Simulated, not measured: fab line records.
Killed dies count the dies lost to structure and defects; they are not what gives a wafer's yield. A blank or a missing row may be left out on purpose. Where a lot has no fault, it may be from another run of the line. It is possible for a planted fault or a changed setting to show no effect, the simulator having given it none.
Which tool was responsible? || flow ritCmos || route of 202 steps, sampled at 1 step: 15 lots, 45 wafers

## WHAT EACH GAUGE READ, for each wafer
No reading from a measuring or inspecting step in the record can be judged against a usual standard deviation.

## WHICH TOOL RAN EACH LOT (tool, then ch and the chambers of the sampled wafers, then the start)
{"lot": "L798", "RIT_ACTIVE_STRIP_14": "plasmaAsher-01 ch 0,1, day 1 14:58"}
{"lot": "L799", "RIT_ACTIVE_STRIP_14": "plasmaAsher-03 ch 0,1, day 1 20:00"}
{"lot": "L804", "RIT_ACTIVE_STRIP_14": "plasmaAsher-03 ch 0,1, day 2 20:58"}
{"lot": "L806", "RIT_ACTIVE_STRIP_14": "plasmaAsher-01 ch 0,1, day 3 06:58"}
{"lot": "L807", "RIT_ACTIVE_STRIP_14": "plasmaAsher-03 ch 0,1, day 3 12:02"}
{"lot": "L809", "RIT_ACTIVE_STRIP_14": "plasmaAsher-03 ch 0,1, day 3 22:02"}
{"lot": "L811", "RIT_ACTIVE_STRIP_14": "plasmaAsher-03 ch 0,1, day 4 08:40"}
{"lot": "L813", "RIT_ACTIVE_STRIP_14": "plasmaAsher-03 ch 0,1, day 4 17:50"}
{"lot": "L815", "RIT_ACTIVE_STRIP_14": "plasmaAsher-02 ch 0,1, day 5 03:58"}
{"lot": "L816", "RIT_ACTIVE_STRIP_14": "plasmaAsher-02 ch 0,1, day 5 09:09"}
{"lot": "L817", "RIT_ACTIVE_STRIP_14": "plasmaAsher-03 ch 0,1, day 5 13:50"}
{"lot": "L818", "RIT_ACTIVE_STRIP_14": "plasmaAsher-03 ch 0,1, day 5 19:06"}
{"lot": "L819", "RIT_ACTIVE_STRIP_14": "plasmaAsher-03 ch 1, day 5 23:58"}
{"lot": "L820", "RIT_ACTIVE_STRIP_14": "plasmaAsher-02 ch 0,1, day 6 04:50"}
{"lot": "L821", "RIT_ACTIVE_STRIP_14": "plasmaAsher-01 ch 0,1, day 6 09:50"}
- RIT_ACTIVE_STRIP_14: strips in O2, time 180 s.

## AS READ BY THE TOOLS THEMSELVES (means over the sampled wafers that have a number; for cases with no such wafer, the mark the record gives instead)
RIT_ACTIVE_STRIP_14. Usual: chamberPressureMTorr 4000 mTorr, standard deviation 3.6; drypumpMotorCurrentA 5.6 A, standard deviation 0.51.
{"lot": "L798", "tool": "plasmaAsher-01", "chamberPressureMTorr (mTorr)": 4003, "drypumpMotorCurrentA (A)": 5.6, "flag": ""}
{"lot": "L799", "tool": "plasmaAsher-03", "chamberPressureMTorr (mTorr)": 4003, "drypumpMotorCurrentA (A)": 5.7, "flag": ""}
{"lot": "L804", "tool": "plasmaAsher-03", "chamberPressureMTorr (mTorr)": 4003, "drypumpMotorCurrentA (A)": 5.7, "flag": ""}
{"lot": "L806", "tool": "plasmaAsher-01", "chamberPressureMTorr (mTorr)": 3997, "drypumpMotorCurrentA (A)": 5.6, "flag": ""}
{"lot": "L807", "tool": "plasmaAsher-03", "chamberPressureMTorr (mTorr)": 3999, "drypumpMotorCurrentA (A)": 5.5, "flag": ""}
{"lot": "L809", "tool": "plasmaAsher-03", "chamberPressureMTorr (mTorr)": 4000, "drypumpMotorCurrentA (A)": 5.5, "flag": ""}
{"lot": "L811", "tool": "plasmaAsher-03", "chamberPressureMTorr (mTorr)": 4001, "drypumpMotorCurrentA (A)": 5.7, "flag": ""}
{"lot": "L813", "tool": "plasmaAsher-03", "chamberPressureMTorr (mTorr)": 3999, "drypumpMotorCurrentA (A)": 5.5, "flag": ""}
{"lot": "L815", "tool": "plasmaAsher-02", "chamberPressureMTorr (mTorr)": "-", "drypumpMotorCurrentA (A)": "-", "flag": "OFF"}
{"lot": "L816", "tool": "plasmaAsher-02", "chamberPressureMTorr (mTorr)": "-", "drypumpMotorCurrentA (A)": "-", "flag": "OFF"}
{"lot": "L817", "tool": "plasmaAsher-03", "chamberPressureMTorr (mTorr)": "-", "drypumpMotorCurrentA (A)": "-", "flag": "OFF"}
{"lot": "L818", "tool": "plasmaAsher-03", "chamberPressureMTorr (mTorr)": 4000, "drypumpMotorCurrentA (A)": 5.5, "flag": ""}
{"lot": "L819", "tool": "plasmaAsher-03", "chamberPressureMTorr (mTorr)": 3999, "drypumpMotorCurrentA (A)": 6.1, "flag": ""}
{"lot": "L820", "tool": "plasmaAsher-02", "chamberPressureMTorr (mTorr)": 3998, "drypumpMotorCurrentA (A)": 5.8, "flag": ""}
{"lot": "L821", "tool": "plasmaAsher-01", "chamberPressureMTorr (mTorr)": 4000, "drypumpMotorCurrentA (A)": 5.6, "flag": ""}

## THE ANSWER, worked out from the rows above alone
Rule: take the mean of a lot's wafers that have a number; if it is more than 3 standard deviations from the usual mean, the lot is off. Also off: a lot with no number at a reading for which 4 or more lots have one. The other lots that the step has rows for count as sound. Order of review: gauges by route order, followed by the tools' own readings, for which a lot's mean as printed above is used. The first step at which some lot is off is used, and at that step the reading that is off furthest; a lot without a number counts as furthest.
Off: L815, L816, L817, at RIT_ACTIVE_STRIP_14 (chamberPressureMTorr). Without a number there: L815, L816, L817.
If a tool, at that step or one of the process steps before it, ran each lot that is off and ran no sound lot following the first of them, it fits. Not one of the candidates tried fits.

## WHAT WAS PUT IN BY THE SIMULATOR
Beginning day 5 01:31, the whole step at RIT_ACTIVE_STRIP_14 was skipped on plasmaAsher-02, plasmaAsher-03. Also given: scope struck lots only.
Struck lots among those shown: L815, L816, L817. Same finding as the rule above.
